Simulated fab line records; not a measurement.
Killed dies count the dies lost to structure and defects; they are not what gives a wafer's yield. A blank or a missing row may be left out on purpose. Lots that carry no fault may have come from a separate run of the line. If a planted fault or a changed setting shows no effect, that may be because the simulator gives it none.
Which tool was responsible? -- flow ritCmos -- 39 wafers from 13 lots sampled at 5 of the route's 202 steps

== WHAT THE GAUGES READ, wafer by wafer ==
RIT_ACTIVE_CD_MEAS_11 targets a cd of 1400 nm. Usual: cdNm 1400.1 nm, standard deviation 2.6.
lot,measured,on,cdNm (nm),flag
L944,day 2 02:22,cdSem-02,1400.6 1400.4 1398.7,
L946,day 2 10:44,cdSem-01,1398.6 1393.6 1395.3,
L947,day 2 17:28,cdSem-02,1404.2 1403.7 1400.6,
L948,day 2 21:53,cdSem-01,1401.1 1401.9 1400.2,
L949,day 3 03:49,cdSem-02,1401.8 1401.1 1402.7,
L950,day 3 07:17,cdSem-01,1398.7 1395.7 1398.8,
L951,day 3 12:14,cdSem-02,1400.2 1401.1 1401.3,
L954,day 4 03:26,cdSem-01,1397.9 1398.0 1396.5,
L957,day 4 17:58,cdSem-02,1396.2 1397.5 1395.9,
L960,day 5 08:38,cdSem-01,1399.9 1400.0 1402.1,
L961,day 5 16:23,cdSem-01,1404.7 1404.3 1404.2,
L962,day 5 19:41,cdSem-01,1400.4 1399.0 1398.6,
L964,day 6 04:47,cdSem-01,1401.7 1401.1 1399.8,

RIT_GATE_OVL_MEAS_17. Usual: GATE_OVL 0.6 nm, standard deviation 1.5.
lot,measured,on,GATE_OVL (nm),flag
L944,day 3 05:32,overlay-01,0.3 -0.3 0.0,
L946,day 3 17:21,overlay-02,-0.7 1.3 -0.1,
L947,day 3 19:59,overlay-01,2.6 1.2 3.6,
L948,day 3 23:59,overlay-01,0.8 0.0 -0.4,
L949,day 4 05:02,overlay-01,3.8 2.6 3.5,
L950,day 4 09:52,overlay-01,1.1 -0.9 1.8,
L951,day 4 13:49,overlay-01,1.3 0.8 0.8,
L954,day 5 01:35,overlay-02,0.5 2.7 1.6,
L957,day 5 18:16,overlay-02,-0.8 -0.3 -0.7,
L960,day 6 09:23,overlay-02,0.1 -1.4 -0.5,
L961,day 6 16:43,overlay-02,-1.1 -1.4 -1.1,
L962,day 6 20:01,overlay-01,1.5 3.2 -1.2,
L964,day 7 04:32,overlay-01,3.5 1.2 2.0,

RIT_SPACER_THK_MEAS_04. Usual: SPACER_NITRIDE_THK 249.5 nm, standard deviation 3.
lot,measured,on,SPACER_NITRIDE_THK (nm),flag
L944,day 3 14:33,filmMetro-04,246.7 250.4 249.5,
L946,day 4 03:05,filmMetro-03,245.9 247.6 248.8,
L947,day 4 05:10,filmMetro-04,250.2 246.6 248.6,
L948,day 4 09:22,filmMetro-04,249.9 252.1 248.3,
L949,day 4 14:34,filmMetro-04,252.0 251.9 250.3,
L950,day 4 18:48,filmMetro-03,246.2 244.7 244.1,
L951,day 5 00:00,filmMetro-01,250.5 249.6 248.6,
L954,day 5 11:32,filmMetro-01,248.1 248.4 249.3,
L957,day 6 04:46,filmMetro-01,201.6 205.6 201.4,OFF
L960,day 6 20:27,filmMetro-01,246.1 244.2 245.8,
L961,day 7 01:25,filmMetro-03,253.2 251.1 251.8,
L962,day 7 07:20,filmMetro-04,244.6 246.5 245.6,
L964,day 7 13:18,filmMetro-03,248.4 247.7 248.8,

== WHICH TOOL RAN EACH LOT (tool, then ch and the chambers of the sampled wafers, then the start) ==
lot,RIT_ACTIVE_STRIP_14,RIT_SPACER_CVD_03
L944,"plasmaAsher-03 ch 0,1, day 2 02:46","lpcvd-02 ch 1, day 3 12:38"
L946,"plasmaAsher-04 ch 0,1, day 2 11:08","lpcvd-02 ch 0, day 4 01:11"
L947,"plasmaAsher-01 ch 0,1, day 2 17:52","lpcvd-02 ch 1, day 4 03:14"
L948,"plasmaAsher-03 ch 0, day 2 22:16","lpcvd-01 ch 0, day 4 07:26"
L949,"plasmaAsher-04 ch 0,1, day 3 04:12","lpcvd-01 ch 1, day 4 12:38"
L950,"plasmaAsher-03 ch 0,1, day 3 07:41","lpcvd-02 ch 0, day 4 16:53"
L951,"plasmaAsher-04 ch 0,1, day 3 12:38","lpcvd-01 ch 0, day 4 22:05"
L954,"plasmaAsher-03 ch 1, day 4 03:49","lpcvd-01 ch 0, day 5 09:37"
L957,"plasmaAsher-03 ch 0,1, day 4 18:22","lpcvd-02 ch 0, day 6 02:50"
L960,"plasmaAsher-01 ch 0,1, day 5 09:02","lpcvd-01 ch 0, day 6 18:32"
L961,"plasmaAsher-01 ch 0,1, day 5 16:47","lpcvd-02 ch 1, day 6 23:30"
L962,"plasmaAsher-04 ch 1, day 5 20:05","lpcvd-01 ch 1, day 7 05:25"
L964,"plasmaAsher-03 ch 0,1, day 6 05:11","lpcvd-01 ch 0, day 7 11:22"
- RIT_ACTIVE_STRIP_14: strips in O2, time 180 s.
- RIT_SPACER_CVD_03: deposits Si3N4 from SiH2Cl2/NH3, target thk 250 nm, time 3300 s.

== AS READ BY THE TOOLS THEMSELVES (means over the sampled wafers that have a number; for cases with no such wafer, the mark the record gives instead) ==
RIT_ACTIVE_STRIP_14. Usual: drypumpMotorCurrentA 5.6 A, standard deviation 0.47; o2FlowSccm 4001 sccm, standard deviation 12.
lot,tool,drypumpMotorCurrentA (A),o2FlowSccm (sccm),flag
L944,plasmaAsher-03,5.5,4007,
L946,plasmaAsher-04,5.6,3992,
L947,plasmaAsher-01,5.1,3986,
L948,plasmaAsher-03,5.3,4000,
L949,plasmaAsher-04,5.6,3997,
L950,plasmaAsher-03,5.5,3994,
L951,plasmaAsher-04,5.6,3990,
L954,plasmaAsher-03,6.1,3998,
L957,plasmaAsher-03,5.5,3993,
L960,plasmaAsher-01,5.5,4007,
L961,plasmaAsher-01,5.1,4004,
L962,plasmaAsher-04,6.1,4001,
L964,plasmaAsher-03,5.5,4006,

== THE ANSWER, worked out from the rows above alone ==
Rule: a lot counts as off when the mean over its wafers that have a number is more than 3 standard deviations away from the usual mean. A lot without any number at a reading at which 4 lots or more have one is off too. All remaining lots with rows at the step are treated as sound. First the gauges in route order, then the tools' own readings, where a lot's mean is used as printed above. The first step at which some lot is off is used, and at that step the reading that is off furthest; a lot without a number counts as furthest.
Off: at RIT_SPACER_THK_MEAS_04 (SPACER_NITRIDE_THK), L957.
If a tool, at a process step before that reading, ran all the lots that are off and no sound lot after the first of them, it fits. The gauges at RIT_SPACER_THK_MEAS_04 are tried like those tools. No candidate that was tried fits.

== WHAT THE SIMULATOR PUT IN ==
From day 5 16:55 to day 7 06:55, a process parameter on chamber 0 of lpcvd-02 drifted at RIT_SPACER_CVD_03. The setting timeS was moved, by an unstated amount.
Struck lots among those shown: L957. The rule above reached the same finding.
